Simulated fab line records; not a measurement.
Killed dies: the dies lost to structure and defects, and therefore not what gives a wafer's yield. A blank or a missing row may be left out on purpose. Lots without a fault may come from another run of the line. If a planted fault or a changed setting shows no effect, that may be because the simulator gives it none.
fab line records / flow rit-cmos
record: lots: 14 wafers: 42 last-day: 7
route steps=202 shown NLDD@111 M1@202
lots that met no fault: from a run of the same line without faults
start-h: hours from the record's opening day to when the first of the lot's shown wafers began / wait-h: hours from the lot's prior step to this one / " repeats the value in the row above / L1.1+2: one row covering several wafers at once / - no value, or no start given / * or withheld: withheld / < > ~ a bound
route shown NAME@n: names a module that has steps shown in the file, with the first one's number in the route / usual: mean/standard deviation taken from wafers without a fault / same: alike in all rows / chamber/n: place in a boat / sites: per-site readings / _std_site: their standard deviation / _edge_site: mean of outer sites minus mean of inner sites / radius-mm: how far each site lies from the wafer's centre / mask NAME#n: copy n / behind: the most recent tool/chamber to have shaped the wafer / hold: what put the lot on hold/how long, in hours/how the hold closed / device: the transistor (n, p or np) that didn't switch / end of line: the same wafers' tests at the end of the route / a step with no rows: only its recipe / killed: count of dies lost to structure and defects at first sort (not the wafer's yield) / map: a wafer's dies, x killed, . not, _ none there
set.NAME: the setting the step ran with; set.NAME@STEP: the setting that earlier step ran with / model.NAME: the simulator's own value behind a step, which no gauge read
one table for each step of the route and one row for each wafer, over a sample of lots
services: from which hour (start-h, from the record's first day; less than 0 if before it) a tool's chamber was out of use, for how many hours, and why
== steps ==
step: RIT_NLDD_IMPLANT_08
recipe: species: P energy-kev: 20 dose-cm2: 5e+14 tilt-deg: 7
usual: dose-ions-cm2: 5.001e+14/5.7e+11 end-station-pressure-torr: 6.3e-06/3e-07 faraday-current-uA: 1573/31
lot.wafer=L384.1 tool=implanter-01 chamber=0 start-h=41.86 wait-h=0.1 dose-ions-cm2=5.004e+14 end-station-pressure-torr=5.92e-06 faraday-current-uA=1569
lot.wafer=L384.2 tool=implanter-01 chamber=0 start-h=41.86 wait-h=0.1 dose-ions-cm2=4.997e+14 end-station-pressure-torr=6.16e-06 faraday-current-uA=1536
lot.wafer=L384.5 tool=implanter-01 chamber=0 start-h=41.86 wait-h=0.1 dose-ions-cm2=5.004e+14 end-station-pressure-torr=6.34e-06 faraday-current-uA=1630
lot.wafer=L385.3 tool=implanter-01 chamber=0 start-h=46.61 wait-h=0.1 dose-ions-cm2=5.006e+14 end-station-pressure-torr=6.07e-06 faraday-current-uA=1554
lot.wafer=L385.5 tool=implanter-01 chamber=0 start-h=46.61 wait-h=0.1 dose-ions-cm2=5.003e+14 end-station-pressure-torr=6.29e-06 faraday-current-uA=1589
lot.wafer=L385.6 tool=implanter-01 chamber=0 start-h=46.61 wait-h=0.1 dose-ions-cm2=4.999e+14 end-station-pressure-torr=6.52e-06 faraday-current-uA=1548
lot.wafer=L386.1 tool=implanter-02 chamber=0 start-h=51.91 wait-h=0.1 dose-ions-cm2=5.004e+14 end-station-pressure-torr=6.18e-06 faraday-current-uA=1550
lot.wafer=L386.4 tool=implanter-02 chamber=0 start-h=51.91 wait-h=0.1 dose-ions-cm2=4.997e+14 end-station-pressure-torr=6.07e-06 faraday-current-uA=1606
lot.wafer=L386.6 tool=implanter-02 chamber=0 start-h=51.91 wait-h=0.1 dose-ions-cm2=5.003e+14 end-station-pressure-torr=5.88e-06 faraday-current-uA=1570
lot.wafer=L387.1 tool=implanter-04 chamber=0 start-h=57.11 wait-h=0.1 dose-ions-cm2=5.015e+14 end-station-pressure-torr=6.14e-06 faraday-current-uA=1653
lot.wafer=L387.4 tool=implanter-04 chamber=0 start-h=57.11 wait-h=0.1 dose-ions-cm2=5.008e+14 end-station-pressure-torr=6.63e-06 faraday-current-uA=1592
lot.wafer=L387.5 tool=implanter-04 chamber=0 start-h=57.11 wait-h=0.1 dose-ions-cm2=5.003e+14 end-station-pressure-torr=6.17e-06 faraday-current-uA=1578
lot.wafer=L388.1 tool=implanter-01 chamber=0 start-h=63.09 wait-h=0.1 dose-ions-cm2=4.993e+14 end-station-pressure-torr=6.41e-06 faraday-current-uA=1566
lot.wafer=L388.2 tool=implanter-01 chamber=0 start-h=63.09 wait-h=0.1 dose-ions-cm2=5.001e+14 end-station-pressure-torr=6.22e-06 faraday-current-uA=1583
lot.wafer=L388.6 tool=implanter-01 chamber=0 start-h=63.09 wait-h=0.1 dose-ions-cm2=4.999e+14 end-station-pressure-torr=6.2e-06 faraday-current-uA=1574
lot.wafer=L389.2 tool=implanter-01 chamber=0 start-h=70.83 wait-h=0.1 dose-ions-cm2=5.002e+14 end-station-pressure-torr=6.33e-06 faraday-current-uA=1609
lot.wafer=L389.4 tool=implanter-01 chamber=0 start-h=70.83 wait-h=0.1 dose-ions-cm2=4.992e+14 end-station-pressure-torr=6.4e-06 faraday-current-uA=1628
lot.wafer=L389.5 tool=implanter-01 chamber=0 start-h=70.83 wait-h=0.1 dose-ions-cm2=4.996e+14 end-station-pressure-torr=6.02e-06 faraday-current-uA=1607
lot.wafer=L390.2 tool=implanter-01 chamber=0 start-h=72.55 wait-h=0.1 dose-ions-cm2=5e+14 end-station-pressure-torr=6.54e-06 faraday-current-uA=1582
lot.wafer=L390.3 tool=implanter-01 chamber=0 start-h=72.55 wait-h=0.1 dose-ions-cm2=5e+14 end-station-pressure-torr=5.87e-06 faraday-current-uA=1589
lot.wafer=L390.6 tool=implanter-01 chamber=0 start-h=72.55 wait-h=0.1 dose-ions-cm2=4.996e+14 end-station-pressure-torr=6.23e-06 faraday-current-uA=1558
lot.wafer=L391.1 tool=implanter-02 chamber=0 start-h=77.01 wait-h=0.1 dose-ions-cm2=4.998e+14 end-station-pressure-torr=6.48e-06 faraday-current-uA=1558
lot.wafer=L391.2 tool=implanter-02 chamber=0 start-h=77.01 wait-h=0.1 dose-ions-cm2=5.001e+14 end-station-pressure-torr=6.5e-06 faraday-current-uA=1577
lot.wafer=L391.6 tool=implanter-02 chamber=0 start-h=77.01 wait-h=0.1 dose-ions-cm2=5.003e+14 end-station-pressure-torr=7.03e-06 faraday-current-uA=1562
lot.wafer=L392.2 tool=implanter-02 chamber=0 start-h=84.92 wait-h=0.1 dose-ions-cm2=4.995e+14 end-station-pressure-torr=6.68e-06 faraday-current-uA=1594
lot.wafer=L392.4 tool=implanter-02 chamber=0 start-h=84.92 wait-h=0.1 dose-ions-cm2=5.002e+14 end-station-pressure-torr=5.77e-06 faraday-current-uA=1550
lot.wafer=L392.5 tool=implanter-02 chamber=0 start-h=84.92 wait-h=0.1 dose-ions-cm2=4.992e+14 end-station-pressure-torr=6.37e-06 faraday-current-uA=1542
lot.wafer=L398.2 tool=implanter-02 chamber=0 start-h=112.88 wait-h=0.1 dose-ions-cm2=8.002e+14 end-station-pressure-torr=6.61e-06 faraday-current-uA=2555
lot.wafer=L398.3 tool=implanter-02 chamber=0 start-h=112.88 wait-h=0.1 dose-ions-cm2=7.989e+14 end-station-pressure-torr=7.67e-06 faraday-current-uA=2506
lot.wafer=L398.6 tool=implanter-02 chamber=0 start-h=112.88 wait-h=0.1 dose-ions-cm2=8e+14 end-station-pressure-torr=7.65e-06 faraday-current-uA=2505
lot.wafer=L402.2 tool=implanter-02 chamber=0 start-h=132.50 wait-h=0.1 dose-ions-cm2=8.002e+14 end-station-pressure-torr=7.07e-06 faraday-current-uA=2449
lot.wafer=L402.3 tool=implanter-02 chamber=0 start-h=132.50 wait-h=0.1 dose-ions-cm2=8.004e+14 end-station-pressure-torr=6.94e-06 faraday-current-uA=2594
lot.wafer=L402.4 tool=implanter-02 chamber=0 start-h=132.50 wait-h=0.1 dose-ions-cm2=8.002e+14 end-station-pressure-torr=6.66e-06 faraday-current-uA=2480
lot.wafer=L404.3 tool=implanter-04 chamber=0 start-h=142.35 wait-h=0.1 dose-ions-cm2=4.999e+14 end-station-pressure-torr=6.18e-06 faraday-current-uA=1592
lot.wafer=L404.4 tool=implanter-04 chamber=0 start-h=142.35 wait-h=0.1 dose-ions-cm2=4.997e+14 end-station-pressure-torr=6.11e-06 faraday-current-uA=1579
lot.wafer=L404.5 tool=implanter-04 chamber=0 start-h=142.35 wait-h=0.1 dose-ions-cm2=5e+14 end-station-pressure-torr=6.49e-06 faraday-current-uA=1523
lot.wafer=L405.1 tool=implanter-04 chamber=0 start-h=145.82 wait-h=0.1 dose-ions-cm2=4.993e+14 end-station-pressure-torr=6.41e-06 faraday-current-uA=1570
lot.wafer=L405.2 tool=implanter-04 chamber=0 start-h=145.82 wait-h=0.1 dose-ions-cm2=4.996e+14 end-station-pressure-torr=5.89e-06 faraday-current-uA=1614
lot.wafer=L405.5 tool=implanter-04 chamber=0 start-h=145.82 wait-h=0.1 dose-ions-cm2=4.996e+14 end-station-pressure-torr=5.66e-06 faraday-current-uA=1533
lot.wafer=L406.1 tool=implanter-01 chamber=0 start-h=153.28 wait-h=0.1 dose-ions-cm2=4.996e+14 end-station-pressure-torr=6.79e-06 faraday-current-uA=1537
lot.wafer=L406.3 tool=implanter-01 chamber=0 start-h=153.28 wait-h=0.1 dose-ions-cm2=5.005e+14 end-station-pressure-torr=6.22e-06 faraday-current-uA=1560
lot.wafer=L406.5 tool=implanter-01 chamber=0 start-h=153.28 wait-h=0.1 dose-ions-cm2=5.004e+14 end-station-pressure-torr=6.14e-06 faraday-current-uA=1527
step: RIT_NLDD_TW_MEAS_10
usual: NLDD_TW: 2509/35
lot.wafer=L384.1 tool=film-metro-04 chamber=- start-h=42.18 wait-h=0.1 NLDD_TW=2519
lot.wafer=L384.2 tool=film-metro-04 chamber=- start-h=42.18 wait-h=0.1 NLDD_TW=2507
lot.wafer=L384.5 tool=film-metro-04 chamber=- start-h=42.18 wait-h=0.1 NLDD_TW=2510
lot.wafer=L385.3 tool=film-metro-04 chamber=- start-h=46.91 wait-h=0.1 NLDD_TW=2514
lot.wafer=L385.5 tool=film-metro-04 chamber=- start-h=46.91 wait-h=0.1 NLDD_TW=2514
lot.wafer=L385.6 tool=film-metro-04 chamber=- start-h=46.91 wait-h=0.1 NLDD_TW=2519
lot.wafer=L386.1 tool=film-metro-04 chamber=- start-h=52.23 wait-h=0.1 NLDD_TW=2522
lot.wafer=L386.4 tool=film-metro-04 chamber=- start-h=52.23 wait-h=0.1 NLDD_TW=2520
lot.wafer=L386.6 tool=film-metro-04 chamber=- start-h=52.23 wait-h=0.1 NLDD_TW=2516
lot.wafer=L387.1 tool=film-metro-04 chamber=- start-h=57.43 wait-h=0.1 NLDD_TW=2523
lot.wafer=L387.4 tool=film-metro-04 chamber=- start-h=57.43 wait-h=0.1 NLDD_TW=2506
lot.wafer=L387.5 tool=film-metro-04 chamber=- start-h=57.43 wait-h=0.1 NLDD_TW=2515
lot.wafer=L388.1 tool=film-metro-04 chamber=- start-h=63.42 wait-h=0.1 NLDD_TW=2526
lot.wafer=L388.2 tool=film-metro-04 chamber=- start-h=63.42 wait-h=0.1 NLDD_TW=2513
lot.wafer=L388.6 tool=film-metro-04 chamber=- start-h=63.42 wait-h=0.1 NLDD_TW=2514
lot.wafer=L389.2 tool=film-metro-04 chamber=- start-h=71.14 wait-h=0.1 NLDD_TW=2507
lot.wafer=L389.4 tool=film-metro-04 chamber=- start-h=71.14 wait-h=0.1 NLDD_TW=2519
lot.wafer=L389.5 tool=film-metro-04 chamber=- start-h=71.14 wait-h=0.1 NLDD_TW=2510
lot.wafer=L390.2 tool=film-metro-04 chamber=- start-h=72.86 wait-h=0.1 NLDD_TW=2518
lot.wafer=L390.3 tool=film-metro-04 chamber=- start-h=72.86 wait-h=0.1 NLDD_TW=2519
lot.wafer=L390.6 tool=film-metro-04 chamber=- start-h=72.86 wait-h=0.1 NLDD_TW=2502
lot.wafer=L391.1 tool=film-metro-04 chamber=- start-h=77.33 wait-h=0.1 NLDD_TW=2507
lot.wafer=L391.2 tool=film-metro-04 chamber=- start-h=77.33 wait-h=0.1 NLDD_TW=2502
lot.wafer=L391.6 tool=film-metro-04 chamber=- start-h=77.33 wait-h=0.1 NLDD_TW=2516
lot.wafer=L392.2 tool=film-metro-02 chamber=- start-h=85.23 wait-h=0.1 NLDD_TW=2459
lot.wafer=L392.4 tool=film-metro-02 chamber=- start-h=85.23 wait-h=0.1 NLDD_TW=2466
lot.wafer=L392.5 tool=film-metro-02 chamber=- start-h=85.23 wait-h=0.1 NLDD_TW=2457
lot.wafer=L398.2 tool=film-metro-01 chamber=- start-h=113.19 wait-h=0.1 NLDD_TW=2874
lot.wafer=L398.3 tool=film-metro-01 chamber=- start-h=113.19 wait-h=0.1 NLDD_TW=2876
lot.wafer=L398.6 tool=film-metro-01 chamber=- start-h=113.19 wait-h=0.1 NLDD_TW=2879
lot.wafer=L402.2 tool=film-metro-04 chamber=- start-h=132.81 wait-h=0.1 NLDD_TW=2804
lot.wafer=L402.3 tool=film-metro-04 chamber=- start-h=132.81 wait-h=0.1 NLDD_TW=2814
lot.wafer=L402.4 tool=film-metro-04 chamber=- start-h=132.81 wait-h=0.1 NLDD_TW=2814
lot.wafer=L404.3 tool=film-metro-04 chamber=- start-h=142.65 wait-h=0.1 NLDD_TW=2497
lot.wafer=L404.4 tool=film-metro-04 chamber=- start-h=142.65 wait-h=0.1 NLDD_TW=2485
lot.wafer=L404.5 tool=film-metro-04 chamber=- start-h=142.65 wait-h=0.1 NLDD_TW=2486
lot.wafer=L405.1 tool=film-metro-02 chamber=- start-h=146.15 wait-h=0.1 NLDD_TW=2448
lot.wafer=L405.2 tool=film-metro-02 chamber=- start-h=146.15 wait-h=0.1 NLDD_TW=2450
lot.wafer=L405.5 tool=film-metro-02 chamber=- start-h=146.15 wait-h=0.1 NLDD_TW=2461
lot.wafer=L406.1 tool=film-metro-04 chamber=- start-h=153.61 wait-h=0.1 NLDD_TW=2487
lot.wafer=L406.3 tool=film-metro-04 chamber=- start-h=153.61 wait-h=0.1 NLDD_TW=2500
lot.wafer=L406.5 tool=film-metro-04 chamber=- start-h=153.61 wait-h=0.1 NLDD_TW=2474
step: RIT_SDANNEAL_RS_MEAS_07
recipe: thk-meas-gauge: four-point-probe
usual: NLDD_RS: 151.7/0.54
lot.wafer=L384.1 tool=film-metro-04 chamber=- start-h=51.20 wait-h=0.1 NLDD_RS[ohm/sq]=151.6
lot.wafer=L384.2 tool=film-metro-04 chamber=- start-h=51.20 wait-h=0.1 NLDD_RS[ohm/sq]=151.3
lot.wafer=L384.5 tool=film-metro-04 chamber=- start-h=51.20 wait-h=0.1 NLDD_RS[ohm/sq]=151.4
lot.wafer=L385.3 tool=film-metro-01 chamber=- start-h=54.89 wait-h=0.1 NLDD_RS[ohm/sq]=151.7
lot.wafer=L385.5 tool=film-metro-01 chamber=- start-h=54.89 wait-h=0.1 NLDD_RS[ohm/sq]=152.0
lot.wafer=L385.6 tool=film-metro-01 chamber=- start-h=54.89 wait-h=0.1 NLDD_RS[ohm/sq]=152.0
lot.wafer=L386.1 tool=film-metro-01 chamber=- start-h=60.42 wait-h=0.1 NLDD_RS[ohm/sq]=151.4
lot.wafer=L386.4 tool=film-metro-01 chamber=- start-h=60.42 wait-h=0.1 NLDD_RS[ohm/sq]=151.7
lot.wafer=L386.6 tool=film-metro-01 chamber=- start-h=60.42 wait-h=0.1 NLDD_RS[ohm/sq]=151.9
lot.wafer=L387.1 tool=film-metro-04 chamber=- start-h=65.42 wait-h=0.1 NLDD_RS[ohm/sq]=151.7
lot.wafer=L387.4 tool=film-metro-04 chamber=- start-h=65.42 wait-h=0.1 NLDD_RS[ohm/sq]=152.3
lot.wafer=L387.5 tool=film-metro-04 chamber=- start-h=65.42 wait-h=0.1 NLDD_RS[ohm/sq]=152.1
lot.wafer=L388.1 tool=film-metro-02 chamber=- start-h=71.42 wait-h=0.1 NLDD_RS[ohm/sq]=151.4
lot.wafer=L388.2 tool=film-metro-02 chamber=- start-h=71.42 wait-h=0.1 NLDD_RS[ohm/sq]=150.9
lot.wafer=L388.6 tool=film-metro-02 chamber=- start-h=71.42 wait-h=0.1 NLDD_RS[ohm/sq]=151.8
lot.wafer=L389.2 tool=film-metro-02 chamber=- start-h=78.75 wait-h=0.1 NLDD_RS[ohm/sq]=153.4
lot.wafer=L389.4 tool=film-metro-02 chamber=- start-h=78.75 wait-h=0.1 NLDD_RS[ohm/sq]=153.2
lot.wafer=L389.5 tool=film-metro-02 chamber=- start-h=78.75 wait-h=0.1 NLDD_RS[ohm/sq]=152.9
lot.wafer=L390.2 tool=film-metro-04 chamber=- start-h=80.83 wait-h=0.1 NLDD_RS[ohm/sq]=151.2
lot.wafer=L390.3 tool=film-metro-04 chamber=- start-h=80.83 wait-h=0.1 NLDD_RS[ohm/sq]=151.0
lot.wafer=L390.6 tool=film-metro-04 chamber=- start-h=80.83 wait-h=0.1 NLDD_RS[ohm/sq]=150.9
lot.wafer=L391.1 tool=film-metro-01 chamber=- start-h=85.57 wait-h=0.1 NLDD_RS[ohm/sq]=151.3
lot.wafer=L391.2 tool=film-metro-01 chamber=- start-h=85.57 wait-h=0.1 NLDD_RS[ohm/sq]=151.9
lot.wafer=L391.6 tool=film-metro-01 chamber=- start-h=85.57 wait-h=0.1 NLDD_RS[ohm/sq]=151.7
lot.wafer=L392.2 tool=film-metro-02 chamber=- start-h=93.26 wait-h=0.1 NLDD_RS[ohm/sq]=152.5
lot.wafer=L392.4 tool=film-metro-02 chamber=- start-h=93.26 wait-h=0.1 NLDD_RS[ohm/sq]=152.7
lot.wafer=L392.5 tool=film-metro-02 chamber=- start-h=93.26 wait-h=0.1 NLDD_RS[ohm/sq]=152.3
lot.wafer=L398.2 tool=film-metro-04 chamber=- start-h=122.00 wait-h=0.1 NLDD_RS[ohm/sq]=103.4
lot.wafer=L398.3 tool=film-metro-04 chamber=- start-h=122.00 wait-h=0.1 NLDD_RS[ohm/sq]=103.3
lot.wafer=L398.6 tool=film-metro-04 chamber=- start-h=122.00 wait-h=0.1 NLDD_RS[ohm/sq]=103.3
lot.wafer=L402.2 tool=film-metro-04 chamber=- start-h=141.05 wait-h=0.1 NLDD_RS[ohm/sq]=103.5
lot.wafer=L402.3 tool=film-metro-04 chamber=- start-h=141.05 wait-h=0.1 NLDD_RS[ohm/sq]=103.7
lot.wafer=L402.4 tool=film-metro-04 chamber=- start-h=141.05 wait-h=0.1 NLDD_RS[ohm/sq]=103.9
lot.wafer=L404.3 tool=film-metro-04 chamber=- start-h=150.71 wait-h=0.1 NLDD_RS[ohm/sq]=151.3
lot.wafer=L404.4 tool=film-metro-04 chamber=- start-h=150.71 wait-h=0.1 NLDD_RS[ohm/sq]=151.4
lot.wafer=L404.5 tool=film-metro-04 chamber=- start-h=150.71 wait-h=0.1 NLDD_RS[ohm/sq]=151.5
lot.wafer=L405.1 tool=film-metro-02 chamber=- start-h=154.20 wait-h=0.1 NLDD_RS[ohm/sq]=151.4
lot.wafer=L405.2 tool=film-metro-02 chamber=- start-h=154.20 wait-h=0.1 NLDD_RS[ohm/sq]=152.0
lot.wafer=L405.5 tool=film-metro-02 chamber=- start-h=154.20 wait-h=0.1 NLDD_RS[ohm/sq]=151.4
lot.wafer=L406.1 tool=film-metro-01 chamber=- start-h=161.45 wait-h=0.1 NLDD_RS[ohm/sq]=151.8
lot.wafer=L406.3 tool=film-metro-01 chamber=- start-h=161.45 wait-h=0.1 NLDD_RS[ohm/sq]=152.0
lot.wafer=L406.5 tool=film-metro-01 chamber=- start-h=161.45 wait-h=0.1 NLDD_RS[ohm/sq]=151.6
step: RIT_M1_PROBE_99
usual: killed-at-contacts: 0.1/0.27 killed-at-front-end: 7/3.1 killed-dies: 7/3.1 killed-open: 3.6/2.3 killed-short: 3.2/2
same: gross-dies: 264 killed_at_M0_to_M3: 0 killed_at_M4_up: 0 killed-at-back-side: 0 killed-at-other: 0
lot.wafer=L398.2 tool=prober-01 chamber=- start-h=129.90 wait-h=0.1 killed-at-contacts=0 killed-at-front-end=6 killed-dies=6 killed-open=0 killed-short=6
lot.wafer=L398.3 tool=prober-01 chamber=- start-h=129.95 wait-h=0.2 killed-at-contacts=0 killed-at-front-end=8 killed-dies=8 killed-open=3 killed-short=5
lot.wafer=L398.6 tool=prober-01 chamber=- start-h=130.10 wait-h=0.2 killed-at-contacts=0 killed-at-front-end=6 killed-dies=6 killed-open=4 killed-short=2
killed by level:class
L398.2 GATE:geometric-particle:short=2 SILICIDE:geometric-particle:short=2 REOX:geometric-particle:short=1 SPACER:geometric-particle:short=1
L398.3 FOX1:geometric-particle:short=2 SILICIDE:geometric-particle:short=2 FOX2:geometric-particle:open=1 GATE:geometric-particle:open=1 REOX:geometric-particle:short=1 SPACER:geometric-particle:open=1
L398.6 GATE:geometric-particle:open=2 FOX1:geometric-particle:open=1 GATE:geometric-particle:short=1 REOX:geometric-particle:open=1 REOX:geometric-particle:short=1
== services ==
tool=implanter-02 chamber=- start-h=37.09 hours=1.7 kind=repair
tool=implanter-02 chamber=- start-h=68.94 hours=6.0 kind=repair
tool=implanter-02 chamber=- start-h=99.61 hours=3.7 kind=pm
tool=implanter-04 chamber=- start-h=100.21 hours=2.7 kind=pm
tool=implanter-01 chamber=- start-h=135.63 hours=15.8 kind=repair
tool=implanter-02 chamber=- start-h=137.85 hours=14.8 kind=repair
== key ==
first-sign: step: RIT_NLDD_IMPLANT_08 reading: dose-ions-cm2 direction: up sigmas: 99+ usual: 5.001e+14 struck: 8e+14
effect: step: RIT_NLDD_IMPLANT_08 reading: faraday-current-uA direction: up sigmas: 30 usual: 1573 struck: 2515
effect: step: RIT_NLDD_TW_MEAS_10 reading: NLDD_TW direction: up sigmas: 9.5 usual: 2509 struck: 2843
effect: step: RIT_SDANNEAL_RS_MEAS_07 reading: NLDD_RS direction: down sigmas: 90 usual: 151.7 struck: 103.5
met-at RIT_NLDD_IMPLANT_08
struck-lots L398,L402
tester-left-out L398,L402
onset-between 84.92 112.88
fault: kind: process-parameter-drift tool: implanter-02 chamber: - onset-h: 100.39 steps: RIT_NLDD_IMPLANT_08 channel: dose-cm2 offset: 3e+14 shape: step end-h: 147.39 acts-in: these-recipes-only stated: 5e+14
tester-left-out: of these lots the tester's yield and bins aren't shown, on N5 and GAA mostly nor the transistor test; their killed dies are dies lost to structure and defects alone, not to doping, threshold or leakage, so they don't give the yield
